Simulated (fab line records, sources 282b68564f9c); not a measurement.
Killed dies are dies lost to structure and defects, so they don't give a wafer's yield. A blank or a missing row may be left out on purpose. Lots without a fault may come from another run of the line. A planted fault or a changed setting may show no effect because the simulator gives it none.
One fault seen from 2 desks | flow rit_cmos | each desk has only its own numbers; what lay behind them comes last

THE METROLOGY DESK
What the gauges read, lot by lot, whatever tool the lot ran on: means of the sampled wafers that have a number. A lot is out of limits, marked OUT, if its mean lies more than 4 standard deviations from the usual mean; the brackets give that distance.
Columns: A = REOX_OXIDE_THK at RIT_REOX_THK_MEAS_04, usual 25.3 nm
lot  | first seen here | A
L338 | day 3 17:01     | 25.2
L339 | day 4 05:29     | 25.7
L340 | day 4 09:08     | 25.4
L341 | day 4 11:56     | 25.3
L342 | day 4 17:46     | 24.7
L343 | day 4 17:46     | 25.5
L344 | day 5 12:01     | 25.1
L345 | day 5 12:01     | 25.6
L347 | day 5 16:55     | 25.8
L346 | day 5 19:27     | 25.4
L349 | day 6 01:28     | 29.3 (+11) OUT
L350 | day 6 01:28     | 29.1 (+10) OUT
L351 | day 6 05:19     | 25.3
L352 | day 6 05:27     | 29.2 (+10) OUT
L358 | day 7 06:03     | 25.0
This desk's finding: out of limits on L349, L350, L352; first on L349, day 6 01:28 (REOX_OXIDE_THK at RIT_REOX_THK_MEAS_04). In limits: L338, L339, L340, L341, L342, L343, L344, L345, L347, L346, L351, L358.

THE TOOL OWNER'S DESK: furnace-04
The tool's own readings at RIT_REOX_OXIDATION_03 (target thk 25.2 nm, ox time 5580 s): means of the sampled wafers that have a number, for each lot that ran on this tool. A lot is out of limits, marked OUT, if its mean lies more than 4 standard deviations from the usual mean; the brackets give that distance.
Columns: A = spike_tc_centre_C at RIT_REOX_OXIDATION_03, usual 902.0 C; B = spike_tc_load_C at RIT_REOX_OXIDATION_03, usual 924 C; C = spike_tc_source_C at RIT_REOX_OXIDATION_03, usual 923 C; D = tube_center_temp_C at RIT_REOX_OXIDATION_03, usual 900 C; E = tube_center_temp_C_max at RIT_REOX_OXIDATION_03, usual 902.3; F = zone_power_load_pct at RIT_REOX_OXIDATION_03, usual 26.8 %
lot  | first seen here | A                | B              | C              | D                     | E               | F
L338 | day 3 14:28     | 900.1            | 926            | 927            | 900                   | 902.4           | 25.5
L339 | day 4 02:55     | 900.2            | 927            | 928            | 900                   | 902.3           | 25.7
L344 | day 5 09:28     | 900.5            | 926            | 927            | 900                   | 902.4           | 25.8
L345 | day 5 09:28     | 899.6            | 926            | 927            | 900                   | 902.5           | 25.8
L349 | day 5 22:55     | 915.7 (+9.2) OUT | 941 (+5.2) OUT | 942 (+4.6) OUT | 915 (+99 or more) OUT | 917.3 (+42) OUT | 26.7
L350 | day 5 22:55     | 916.2 (+9.5) OUT | 941 (+5.2) OUT | 942 (+4.7) OUT | 915 (+99 or more) OUT | 917.2 (+41) OUT | 26.8
L352 | day 6 02:54     | 915.8 (+9.2) OUT | 941 (+5.2) OUT | 941 (+4.4) OUT | 915 (+99 or more) OUT | 916.9 (+41) OUT | 26.9
This desk's finding: out of limits on L349, L350, L352; first on L349, day 5 22:55 (spike_tc_centre_C at RIT_REOX_OXIDATION_03). In limits: L338, L339, L344, L345.

PUT TOGETHER
The tool owner's desk could have raised an alarm at day 5 22:55, on L349, L350, L352.
The metrology desk could have raised an alarm at day 6 01:28, on L349, L350, L352.
Of the lots named, all ran RIT_REOX_OXIDATION_03 on furnace-04.

WHAT THE SIMULATOR HAD PUT IN
Process parameter drift: furnace-04, from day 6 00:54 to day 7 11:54, at RIT_REOX_OXIDATION_03. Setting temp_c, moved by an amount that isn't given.
Lots struck among those shown: L349, L350, L352.
